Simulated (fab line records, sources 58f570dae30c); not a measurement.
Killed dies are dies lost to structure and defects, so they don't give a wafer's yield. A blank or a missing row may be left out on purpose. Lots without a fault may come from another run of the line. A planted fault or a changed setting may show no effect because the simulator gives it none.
A struck lot beside a sound one | flow berkeley_cmos170 | 16 steps out of a route of 331
Sound: wafers L578.3, L578.4, L578.5. Struck: wafer L574.5. The cause comes at the end.
At each step with rows: each side's tool, then ch and its chambers, then its first start. Under that, the readings that differ: sound wafers | struck wafers | difference of the means | sigmas: that difference in standard deviations of wafers without a fault.
alike: readings whose means differ by less than 2 such deviations, and words and numbers that are the same on both sides. not compared: withheld readings, readings that some wafer has no value for, bounds like >300 that may hide the same value, and numbers for which the record gives no deviation and whose values overlap.
The two part at a step that has a row with sigmas, a row that says differs or no value, or rows on one side only. Numbers that don't overlap but have no deviation are shown without sigmas and don't part them. A reading that every wafer of one side lacks parts them only if that side has two wafers or more.

first, 5 steps without rows for these wafers: UCB170_M1_COAT_04 (resist thk 900 nm); UCB170_M1_SOFTBAKE_05 (time 60 s); UCB170_M1_EXPOSE_06 (exposes mask METAL1, target cd 700 nm); UCB170_M1_PEB_07; UCB170_M1_DEVELOP_08 (develop time 45 s).
UCB170_M1_CD_MEAS_09: target cd 700 nm.
  sound on cd_sem-02, day 10 14:31; struck on cd_sem-02, day 9 17:34
  alike: cd_nm
UCB170_M1_OVL_MEAS_10:
  sound on overlay-02, day 10 14:37; struck on overlay-01, day 9 17:38
  alike: M1_OVL
UCB170_M1_ETCH_11: etches BARC in N2/H2.
  sound on rie_diel-02 ch 0,3, day 10 14:38; struck on rie_diel-02 ch 0, day 9 17:40
  alike: drypump_motor_current_A, oes_product_au, throttle_valve_pct
UCB170_M1_METAL_ETCH_12: etches Al in Cl2/BCl3, stops on PSG, target depth 780 nm, time 130 s.
  sound on rie_metal-04 ch 0,1, day 10 14:43; struck on rie_metal-04 ch 1, day 9 17:46
  alike: drypump_motor_current_A, oes_product_au, throttle_valve_pct
  not compared: rf_hours_counter_h
UCB170_M1_STRIP_13: strips in O2.
  sound on plasma_asher-02 ch 0,1, day 10 14:50; struck on plasma_asher-01 ch 0, day 9 17:53
  alike: drypump_motor_current_A, oes_product_au
  not compared: rf_hours_counter_h
UCB170_M1_CD_MEAS_90: target cd 700 nm.
  sound on cd_sem-01, day 10 14:57; struck on cd_sem-01, day 9 18:00
  alike: cd_nm
then, 1 step without rows for these wafers: UCB170_M1_ANNEAL_14 (time 1200 s).
UCB170_V1_CVD_00: deposits SiO2 from TEOS/O2, target thk 2000 nm, time 250 s.
  sound on pecvd-01 ch 0,1, day 10 18:37; struck on pecvd-02 ch 1, day 10 01:06
  reading                             | sound             | struck | difference | sigmas
  rf_fwd_power_W (W)                  | 544.9 544.9 548.7 | 613.9  | +67.7      | +40
  model.SiO2_of_V1_CVD_00.thk_nm (nm) | 1958 2019 2003    | 2091   | +98        |
  alike: heater_power_w, susceptor_temp_C
UCB170_V1_THK_MEAS_01:
  sound on film_metro-01, day 10 18:47; struck on film_metro-02, day 10 01:13
  reading          | sound          | struck | difference | sigmas
  V1_TEOS_THK (nm) | 1959 2019 2003 | 2091   | +97        | +4
UCB170_V1_CMP_02: polishes SiO2.
  sound on cmp-01 ch 0,2, day 10 18:52; struck on cmp-01 ch 2, day 10 01:29
  reading                 | sound             | struck | difference | sigmas
  edge_zone_pressure_frac | 0.997 0.994 0.991 | 1.005  | +0.011     | +2
  alike: motor_current_A
UCB170_M3_PROBE_99:
  the record has rows for the sound wafers here (prober-01, day 11 05:07) and none for the struck ones

WHERE THEY PART
First at UCB170_V1_CVD_00; last, within this record, at UCB170_M3_PROBE_99.

WHY: what the simulator had put in
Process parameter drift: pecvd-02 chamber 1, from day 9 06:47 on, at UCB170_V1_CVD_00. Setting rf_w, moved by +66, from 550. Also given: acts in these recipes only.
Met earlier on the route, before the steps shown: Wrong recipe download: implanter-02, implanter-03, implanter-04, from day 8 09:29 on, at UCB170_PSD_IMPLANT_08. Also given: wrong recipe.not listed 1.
